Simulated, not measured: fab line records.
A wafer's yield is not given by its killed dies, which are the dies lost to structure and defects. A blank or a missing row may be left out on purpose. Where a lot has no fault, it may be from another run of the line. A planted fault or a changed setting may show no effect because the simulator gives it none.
The tool behind it: which one? + flow berkeley-cmos170 + Sampling: 8 lots, 24 wafers, 3 of 331 route steps

== WHAT THE GAUGES READ, wafer by wafer ==
UCB170_PFIELD_OVL_MEAS_06.
| lot  | measured    | on         | PFIELD_OVL (nm) |
|------|-------------|------------|-----------------|
| L974 | day 4 23:07 | overlay-02 | -8 6 -11        |
| L976 | day 5 14:23 | overlay-02 | -11 -6 -3       |
| L979 | day 5 23:14 | overlay-02 | -2 -4 -11       |
| L980 | day 6 03:04 | overlay-02 | 1 -11 0         |
| L982 | day 6 10:28 | overlay-01 | -1 -1 -2        |
| L987 | day 7 16:07 | overlay-02 | 266 269 265     |
| L989 | day 7 16:22 | overlay-01 | 254 251 258     |
| L994 | day 8 13:51 | overlay-02 | 3 6 7           |

== WHICH TOOL RAN EACH LOT (tool, then ch and the chambers of the sampled wafers, then the start) ==
| lot  | UCB170_ZERO_STRIP_07                | UCB170_PFIELD_EXPOSE_03          |
|------|-------------------------------------|----------------------------------|
| L974 | plasma-asher-04 ch 0,1, day 2 07:28 | krf-scanner-01 ch 0, day 4 22:16 |
| L976 | plasma-asher-01 ch 0,1, day 2 14:25 | krf-scanner-02 ch 0, day 5 13:58 |
| L979 | plasma-asher-01 ch 0,1, day 3 08:22 | krf-scanner-01 ch 0, day 5 21:45 |
| L980 | plasma-asher-04 ch 0,1, day 3 14:10 | krf-scanner-02 ch 0, day 6 02:22 |
| L982 | plasma-asher-03 ch 0,1, day 3 21:54 | krf-scanner-02 ch 0, day 6 10:05 |
| L987 | plasma-asher-01 ch 0,1, day 4 21:31 | krf-scanner-01 ch 0, day 7 15:13 |
| L989 | plasma-asher-04 ch 0,1, day 5 07:55 | krf-scanner-01 ch 0, day 7 15:19 |
| L994 | plasma-asher-03 ch 0,1, day 6 07:55 | krf-scanner-02 ch 0, day 8 13:29 |
- UCB170_ZERO_STRIP_07: strips in O2.
- UCB170_PFIELD_EXPOSE_03: exposes mask PFIELD, target cd 1500 nm.

== THE ANSWER, worked out from the rows above alone ==
Rule: what is usual is taken from the lots themselves. Put in order of their means at a reading, lots are off if they are a third of the lots or fewer, leave a main group of 4 or more, and stand apart from it by a gap of 3 or more times the standard deviation of the main group's means; of several such gaps the widest counts. A main group is skipped when, at the precision printed for the reading in the tables above, its means are all equal. Also off: a lot with no number at a reading for which 4 or more lots have one. All remaining lots with rows at the step are treated as sound.
Off: L987, L989, seen at UCB170_PFIELD_OVL_MEAS_06 (PFIELD_OVL). Mean -3 nm and standard deviation 4 in the main group.
A tool fits if, at a process step before that reading, it ran every lot that is off, and no sound lot after the first of them. Those tools and the gauges at UCB170_PFIELD_OVL_MEAS_06 are tried in the same way. One fits: UCB170_PFIELD_EXPOSE_03 on krf-scanner-01. Its last sound lot is L979 (day 5 21:45), its first lot that is off L987 (day 7 15:13): a fault that began between those two fits.

== WHAT THE SIMULATOR PUT IN ==
Scanner matching overlay: krf-scanner-01, from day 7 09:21 on, at UCB170_PFIELD_EXPOSE_03. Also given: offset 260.
Struck lots among those shown: L987, L989. This agrees with what the rule above found.
